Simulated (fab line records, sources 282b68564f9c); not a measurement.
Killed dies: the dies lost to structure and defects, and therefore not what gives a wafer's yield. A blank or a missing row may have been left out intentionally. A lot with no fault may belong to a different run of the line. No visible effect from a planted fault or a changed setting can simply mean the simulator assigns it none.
2 desks, one fault | flow rit cmos | only its own numbers are on each desk; what lay behind them is given at the end

## TOOL OWNER'S DESK, implanter-02
For each lot that ran on this tool, the mean over its sampled wafers that have a number, from the tool's own readings at RIT_NWELL_IMPLANT_08. If a lot's mean is further than 4 standard deviations from the usual mean, the lot is out of limits and carries the mark OUT (the distance appears in the brackets).
Columns: A = beam energy keV at RIT_NWELL_IMPLANT_08, usual 169.99
lot  | first seen here | A
L675 | day 2 03:55     | 169.98
L677 | day 2 14:10     | 170.03
L683 | day 3 18:22     | 139.33 (-99 or more) OUT
L685 | day 4 03:47     | 139.33 (-99 or more) OUT
This desk's verdict: out of limits on L683, L685, starting with L683 at day 3 18:22 (beam energy keV at RIT_NWELL_IMPLANT_08). Within limits: L675, L677.

## FROM THE METROLOGY DESK
Lot by lot, what the gauges showed, no matter which tool ran the lot: averages of those sampled wafers that carry a number. If a lot's mean is further than 4 standard deviations from the usual mean, the lot is out of limits and carries the mark OUT (the distance appears in the brackets).
Columns: A = INCOMING_BOW at RIT_ACTIVE_BOW_MEAS_00, usual 0 um; B = ACTIVE_OXIDE_THK at RIT_ACTIVE_THK_MEAS_02, usual 47.7 nm; C = NWELL_TW at RIT_NWELL_TW_MEAS_10, usual 2127
lot  | first seen here | A  | B    | C
L674 | day 1 10:00     | 9  | 49.0 | 2124
L675 | day 1 15:01     | -2 | 48.4 | 2133
L676 | day 1 20:02     | 7  | 48.3 | 2141
L677 | day 2 01:01     | -4 | 48.3 | 2141
L679 | day 2 11:00     | 0  | 48.0 | 2133
L683 | day 3 07:01     | -5 | 46.5 | 2050 (-4.5) OUT
L685 | day 3 17:00     | 1  | 48.3 | 2050 (-4.5) OUT
L687 | day 4 03:01     | 5  | 49.0 | 2116
L688 | day 4 08:01     | -4 | 47.9 | 2117
L689 | day 4 13:00     | 0  | 46.5 | 2106
L690 | day 4 18:00     | 3  | 46.1 | 2129
L691 | day 4 23:01     | -1 | 47.0 | 2113
L693 | day 5 09:00     | 5  | 46.5 | 2130
L695 | day 5 19:00     | 5  | 47.7 | 2158
This desk reports L683, L685 out of limits; the earliest was L683 at day 3 18:41 (NWELL_TW at RIT_NWELL_TW_MEAS_10). Within limits: L674, L675, L676, L677, L679, L687, L688, L689, L690, L691, L693, L695.

## PUT TOGETHER
The tool owner's desk could have raised an alarm at day 3 18:22, on L683, L685.
At day 3 18:41 the metrology desk could have sounded an alarm, on L683, L685.
On implanter-02, each named lot ran RIT_NWELL_IMPLANT_08.

## WHAT HAD BEEN PUT IN BY THE SIMULATOR
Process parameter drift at RIT_NWELL_IMPLANT_08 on implanter-02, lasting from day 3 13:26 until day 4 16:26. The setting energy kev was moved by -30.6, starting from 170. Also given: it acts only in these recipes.
Lots struck among those shown: L683, L685.
Time in hours from fault onset to the first out-of-limits reading at each desk: tool owner's desk 5, metrology desk 5.
